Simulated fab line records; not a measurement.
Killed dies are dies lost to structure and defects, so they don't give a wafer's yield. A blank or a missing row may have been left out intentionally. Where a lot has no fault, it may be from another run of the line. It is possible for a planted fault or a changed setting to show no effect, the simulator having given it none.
Comparing a struck lot with a sound one | flow ritCmos | 15 out of 202 route steps
Sound: wafers L243.1, L243.4, L243.5. Struck: wafers L254.1, L254.5 (left out: L254.6, a lot-mate that was not struck); the cause follows at the end.
For every step that has rows: the tool of each side, followed by ch and its chambers, followed by its first start. Under that, the readings that differ: sound wafers | struck wafers | difference of the means | sigmas: that difference in standard deviations of wafers without a fault.
alike: a reading whose means differ by less than 2 such deviations, as well as words and numbers matching on both sides. not compared: withheld readings; readings where some wafer has no value; bounds like >300 that might hide an equal value; numbers whose values overlap and for which the record gives no deviation.
The two part at a step that has a row with sigmas, a row that says differs or no value, or rows on one side only. When numbers do not overlap yet have no deviation, they are printed without sigmas and do not part them. Lack of a reading on every wafer of one side parts them only where that side has two or more wafers.

first, 1 step without rows for these wafers: RIT_NLDD_IMPLANT_08.
RIT_NLDD_STRIP_09: strips in O2, time 180 s.
  sound on plasmaAsher-04 ch 0,1, day 2 23:32; struck on plasmaAsher-02 ch 1, day 5 08:30
  alike: drypumpMotorCurrentA, o2FlowSccm
  not compared: rfHoursCounterH
RIT_NLDD_TW_MEAS_10:
  sound on filmMetro-04 at day 2 23:42; struck on filmMetro-04 at day 5 08:41
  alike: NLDD_TW
then, 6 steps without rows for these wafers: RIT_PLDD_HMDS_00 (prime time 60 s); RIT_PLDD_COAT_01 (resist thk 1000 nm); RIT_PLDD_SOFTBAKE_02 (time 60 s); RIT_PLDD_EXPOSE_03 (exposes mask M8, target cd 40900 nm); RIT_PLDD_PEB_04; RIT_PLDD_DEVELOP_05 (develop time 50 s).
RIT_PLDD_OVL_MEAS_06:
  sound on overlay-01 at day 3 00:37; struck on overlay-02 at day 5 09:43
  alike: PLDD_OVL
then, 2 steps without rows for these wafers: RIT_PLDD_HARDBAKE_07 (time 60 s); RIT_PLDD_IMPLANT_08.
RIT_PLDD_STRIP_09: strips in O2, time 180 s.
  sound on plasmaAsher-04 ch 0,1, day 3 00:57; struck on plasmaAsher-01 ch 1, day 5 10:03
reading           | sound          | struck    | difference | sigmas
o2FlowSccm (sccm) | 4004 4005 4003 | 4804 4826 | +811       | +68
  alike: drypumpMotorCurrentA
  not compared: rfHoursCounterH
RIT_PLDD_TW_MEAS_10:
  sound on filmMetro-01 at day 3 01:07; struck on filmMetro-02 at day 5 10:13
  alike: PLDD_TW
RIT_M1_PROBE_99:
  sound on prober-02 at day 3 15:49; struck on prober-01 at day 5 23:41
  alike: killedAtContacts, killedAtFrontEnd, killedDies, killedOpen, killedShort

WHERE THEY PART
Only at RIT_PLDD_STRIP_09, within this record. Later steps at which nothing parts them and some readings are alike: RIT_PLDD_TW_MEAS_10, RIT_M1_PROBE_99.

WHY: what had been put in by the simulator
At RIT_PLDD_STRIP_09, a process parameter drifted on plasmaAsher-01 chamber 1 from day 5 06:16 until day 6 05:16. From 4000, the setting o2FlowSccm moved by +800. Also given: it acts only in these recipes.
